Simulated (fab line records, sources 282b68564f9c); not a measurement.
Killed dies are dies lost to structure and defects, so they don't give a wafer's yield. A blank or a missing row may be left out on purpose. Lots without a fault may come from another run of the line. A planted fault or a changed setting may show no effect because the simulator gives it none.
Split-lot experiment | flow rit_cmos | 5 lots, 23 wafers read, on a route of 202 steps

THE SPLIT
At RIT_PSD_COAT_01 (resist thk 1000 nm), the setting spin_rpm was moved away from the recipe's 3250 rpm on 6 of the 23 wafers read, by -7.3% to +6.8%. The other wafers ran this setting at the recipe's value.

The file shows no step between the split and the reading.

THE READING
NOVOLAK_of_PSD_COAT_01.thk_nm (the simulator's own value, which no gauge read), in nm, at RIT_PSD_HARDBAKE_07 (time 60 s). The file gives no usual value for it. The 17 wafers here that ran the recipe average 883.5 nm, standard deviation 3.3 nm.

wafer  | tool, chamber at the split | spin_rpm as run, rpm | against the recipe | NOVOLAK_of_PSD_COAT_01.thk_nm, nm | against lot-mates on the recipe
L074.2 | litho_track-02, 0          | 3013                 | -7.3%              | 912.6                             | +32.8
L074.3 | litho_track-02, 0          | 3250                 | recipe             | 879.9                             | -
L074.4 | litho_track-02, 0          | 3250                 | recipe             | 876                               | -
L074.5 | litho_track-02, 0          | 3013                 | -7.3%              | 918.1                             | +38.3
L074.6 | litho_track-02, 0          | 3250                 | recipe             | 883.5                             | -
L076.1 | litho_track-02, 0          | 3250                 | recipe             | 883.9                             | -
L076.5 | litho_track-02, 0          | 3250                 | recipe             | 883.9                             | -
L076.4 | litho_track-02, 0          | 3250                 | recipe             | 885.8                             | -
L079.1 | litho_track-03, 0          | 3250                 | recipe             | 882.9                             | -
L079.2 | litho_track-03, 0          | 3471                 | +6.8%              | 857.1                             | -27.8
L079.3 | litho_track-03, 0          | 3250                 | recipe             | 883.1                             | -
L079.5 | litho_track-03, 0          | 3250                 | recipe             | 888.6                             | -
L079.6 | litho_track-03, 0          | 3471                 | +6.8%              | 858.6                             | -26.3
L080.2 | litho_track-02, 0          | 3250                 | recipe             | 880                               | -
L080.3 | litho_track-02, 0          | 3250                 | recipe             | 884                               | -
L080.4 | litho_track-02, 0          | 3250                 | recipe             | 880.1                             | -
L080.5 | litho_track-02, 0          | 3250                 | recipe             | 881.2                             | -
L080.6 | litho_track-02, 0          | 3250                 | recipe             | 885.1                             | -
L085.1 | litho_track-04, 0          | 3250                 | recipe             | 885.8                             | -
L085.2 | litho_track-04, 0          | 3250                 | recipe             | 888                               | -
L085.3 | litho_track-04, 0          | 3176                 | -2.3%              | 893.6                             | +6.3
L085.4 | litho_track-04, 0          | 3250                 | recipe             | 888.1                             | -
L085.6 | litho_track-04, 0          | 3176                 | -2.3%              | 896.9                             | +9.6

THE FIT
A straight line over all 23 wafers: NOVOLAK_of_PSD_COAT_01.thk_nm changes by -4.13 nm for each +1% of spin_rpm; r = -0.97; the points scatter about the line by 3.3 nm.
The same after taking each lot's own level away (the mean of its wafers on the recipe; 23 wafers): -4.4 nm for each +1%; r = -0.98; scatter 2.6 nm.
On that fit, the largest move of spin_rpm shifts the reading by 32 nm.
The lots' own levels span 879.80 to 887.30 nm, that is 2.3 times the standard deviation above.
So the lot-to-lot level changes the slope little: the two slopes agree.
Check: with one of the wafers moved furthest among these (-7.3%) left out of the fit, the line predicts +32.3 nm for it against its lot-mates. It came out at +32.8 nm against them.

OTHER SPLITS ON THESE WAFERS
These wafers also went through other splits before the reading. Each is held against what the fit with the lots' levels taken away leaves over:
other split on the same wafers | wafers away from the commonest value | r with NOVOLAK_of_PSD_COAT_01.thk_nm (lot level and that fit taken away)
RIT_NSD_COAT_01 spin_rpm       | 8                                    | +0.08

THE WHOLE CHAIN: every reading that the file lists as answering this split, in the file's order
step                | what it does       | reading                                                                        | change (the file's fit)              | r (the file's)
RIT_PSD_COAT_01     | resist thk 1000 nm | NOVOLAK_of_PSD_COAT_01.thk_nm (the simulator's own value, which no gauge read) | -5.06 nm for each +1% of the setting | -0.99
RIT_PSD_HARDBAKE_07 | time 60 s          | NOVOLAK_of_PSD_COAT_01.thk_nm (the simulator's own value, which no gauge read) | -4.41 nm for each +1% of the setting | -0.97

THE FILE'S OWN FIT
NOVOLAK_of_PSD_COAT_01.thk_nm changes by -4.41 nm for each +1% of spin_rpm, r = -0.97.
